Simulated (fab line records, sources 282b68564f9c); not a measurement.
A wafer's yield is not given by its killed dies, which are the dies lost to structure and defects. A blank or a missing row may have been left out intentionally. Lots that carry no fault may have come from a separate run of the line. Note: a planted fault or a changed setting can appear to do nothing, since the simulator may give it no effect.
Struck lot and sound lot, side by side ; flow rit cmos ; 44 steps out of a route of 202
Sound: the wafers L121.3, L121.4, L121.5. Wafers L131.1, L131.2, L131.5 were the ones struck. Last of all comes the cause.
Order at every step that has rows: each side's tool, ch and its chambers, its first start. Under that, the readings that differ: sound wafers ; struck wafers ; difference of the means ; sigmas: that difference in standard deviations of wafers without a fault.
alike: readings with means less than 2 such deviations apart, plus words and numbers identical on both sides. not compared: withheld readings, readings lacking a value on some wafer, bounds such as >300 that could conceal the same value, and numbers that have no deviation in the record and whose values overlap.
The two part at a step that has a row with sigmas, a row that says differs or no value, or rows on one side only. Numbers that don't overlap but have no deviation are shown without sigmas and don't part them. A reading missing from all wafers of one side parts the sides only when that side holds two or more wafers.

first, 3 steps without rows for these wafers: RIT_REOX_CLEAN_01 (cleans in dHF, time 30 s); RIT_REOX_CLEAN_02 (cleans in SC2, time 600 s); RIT_REOX_OXIDATION_03 (target thk 25.2 nm, ox time 5580 s).
RIT_REOX_THK_MEAS_04:
  struck on film metro-04, day 6 00:18; sound on film metro-04, day 3 21:38
  alike: REOX_OXIDE_THK
then, 6 steps without rows for these wafers: RIT_NLDD_HMDS_00 (prime time 60 s); RIT_NLDD_COAT_01 (resist thk 1000 nm); RIT_NLDD_SOFTBAKE_02 (time 60 s); RIT_NLDD_EXPOSE_03 (exposes mask M7, target cd 40700 nm); RIT_NLDD_PEB_04; RIT_NLDD_DEVELOP_05 (develop time 50 s).
RIT_NLDD_OVL_MEAS_06:
  struck on overlay-01, day 6 01:20; sound on overlay-02, day 3 22:32
reading;sound;struck;difference;sigmas
NLDD_OVL (nm);0.2 -0.8 0.3;3.4 1.6 3.5;+2.9;+2
then, 1 step without rows for these wafers: RIT_NLDD_HARDBAKE_07 (time 60 s).
RIT_NLDD_IMPLANT_08:
  sound on implanter-02 ch 0, day 3 22:45; struck on implanter-03 ch 0, day 6 01:40
RIT_NLDD_STRIP_09: strips in O2, time 180 s.
  sound on plasma asher-04 ch 0,1, day 3 22:55; struck on plasma asher-04 ch 0,1, day 6 01:49
  alike: drypump motor current A
  not compared: rf hours counter h
RIT_NLDD_TW_MEAS_10:
  struck on film metro-04, day 6 02:00; sound on film metro-01, day 3 23:03
reading;sound;struck;difference;sigmas
NLDD_TW;2464 2473 2461;2318 2299 2307;-158;-10
then, 6 steps without rows for these wafers: RIT_PLDD_HMDS_00 (prime time 60 s); RIT_PLDD_COAT_01 (resist thk 1000 nm); RIT_PLDD_SOFTBAKE_02 (time 60 s); RIT_PLDD_EXPOSE_03 (exposes mask M8, target cd 40900 nm); RIT_PLDD_PEB_04; RIT_PLDD_DEVELOP_05 (develop time 50 s).
RIT_PLDD_OVL_MEAS_06:
  struck on overlay-02, day 6 02:55; sound on overlay-01, day 4 00:04
  alike: PLDD_OVL
then, 2 steps without rows for these wafers: RIT_PLDD_HARDBAKE_07 (time 60 s); RIT_PLDD_IMPLANT_08.
RIT_PLDD_STRIP_09: strips in O2, time 180 s.
  sound on plasma asher-03 ch 0,1, day 4 00:27; struck on plasma asher-03 ch 0,1, day 6 03:15
  alike: drypump motor current A
  not compared: rf hours counter h
RIT_PLDD_TW_MEAS_10:
  struck on film metro-01, day 6 03:25; sound on film metro-04, day 4 00:35
reading;sound;struck;difference;sigmas
PLDD_TW;2365 2365 2381;2334 2339 2336;-34;-2
then, 4 steps without rows for these wafers: RIT_SPACER_CLEAN_00 (cleans in SC1, time 600 s); RIT_SPACER_CLEAN_01 (cleans in dHF, time 30 s); RIT_SPACER_CLEAN_02 (cleans in SC2, time 600 s); RIT_SPACER_CVD_03 (deposits Si3N4 from SiH2Cl2/NH3, target thk 250 nm, time 3300 s).
RIT_SPACER_THK_MEAS_04:
  struck on film metro-02, day 6 05:46; sound on film metro-02, day 4 02:58
  alike: SPACER_NITRIDE_THK
RIT_SPACER_ETCHBACK_05: etches Si3N4 in SF6/CHF3, stops on SiO2, target depth 250 nm, time 240 s.
  sound on rie diel-02 ch 0,3, day 4 03:00; struck on rie diel-02 ch 0,2,3, day 6 05:49
  alike: drypump motor current A, oes product au, throttle valve pct
  not compared: rf hours counter h
then, 6 steps without rows for these wafers: RIT_NSD_HMDS_00 (prime time 60 s); RIT_NSD_COAT_01 (resist thk 1000 nm); RIT_NSD_SOFTBAKE_02 (time 60 s); RIT_NSD_EXPOSE_03 (exposes mask M9, target cd 40700 nm); RIT_NSD_PEB_04; RIT_NSD_DEVELOP_05 (develop time 50 s).
RIT_NSD_OVL_MEAS_06:
  struck on overlay-02, day 6 07:01; sound on overlay-01, day 4 04:08
  alike: NSD_OVL
then, 2 steps without rows for these wafers: RIT_NSD_HARDBAKE_07 (time 60 s); RIT_NSD_IMPLANT_08.
RIT_NSD_STRIP_09: strips in O2, time 180 s.
  sound on plasma asher-03 ch 0,1, day 4 04:31; struck on plasma asher-04 ch 0,1, day 6 07:20
  alike: drypump motor current A
  not compared: rf hours counter h
RIT_SDANNEAL_RS_MEAS_07: the measuring method here is four-point-probe.
  struck on film metro-02, day 6 09:55; sound on film metro-04, day 4 07:01
reading;sound;struck;difference;sigmas
NLDD_RS (ohm/sq);152.0 151.6 151.5;195.3 194.0 195.3;+43.2;+86
RIT_M1_PROBE_99:
  struck on prober-02, day 6 17:08; sound on prober-02, day 4 14:08
reading;sound;struck;difference;sigmas
killed_at_M0_to_M3;0 0 0;0 1 0;+0;+2
model.etest.nmos_0p15.r on ohm um;1169 1146 1147;1400 1376 1354;+223;
model.etest.nmos_0p3.r on ohm um;2216 2196 2201;2398 2369 2348;+167;
model.etest.nldd.rs ohm sq range;11 8.303 7.191;178.2 175.2 174.3;+167.1;
model.etest.nldd.rs ohm sq;396.2 398.2 391.8;518.2 517.1 518.3;+122.5;
model.etest.nmos turned.drive ua um;295.5 298.2 305.2;227.5 231.6 229;-70.3;
model.etest.nldd.rs ohm sq rim less centre;2.345 -2.873 -1.488;-85.86 -91.58 -84.34;-86.59;
model.etest.nmos_0p15.drive ua um range;13.16 12.87 11.12;72.37 80.41 71.76;+62.46;
model.etest.nmos_0p15.drive ua um;446.5 458.1 454.4;402 403.6 401.9;-50;
  alike: killed at contacts, killed at front end, killed dies, killed open, killed short

WHERE THEY PART
At RIT_NLDD_OVL_MEAS_06 first; at RIT_M1_PROBE_99 last (within this record only).

WHY: whatever the simulator had introduced
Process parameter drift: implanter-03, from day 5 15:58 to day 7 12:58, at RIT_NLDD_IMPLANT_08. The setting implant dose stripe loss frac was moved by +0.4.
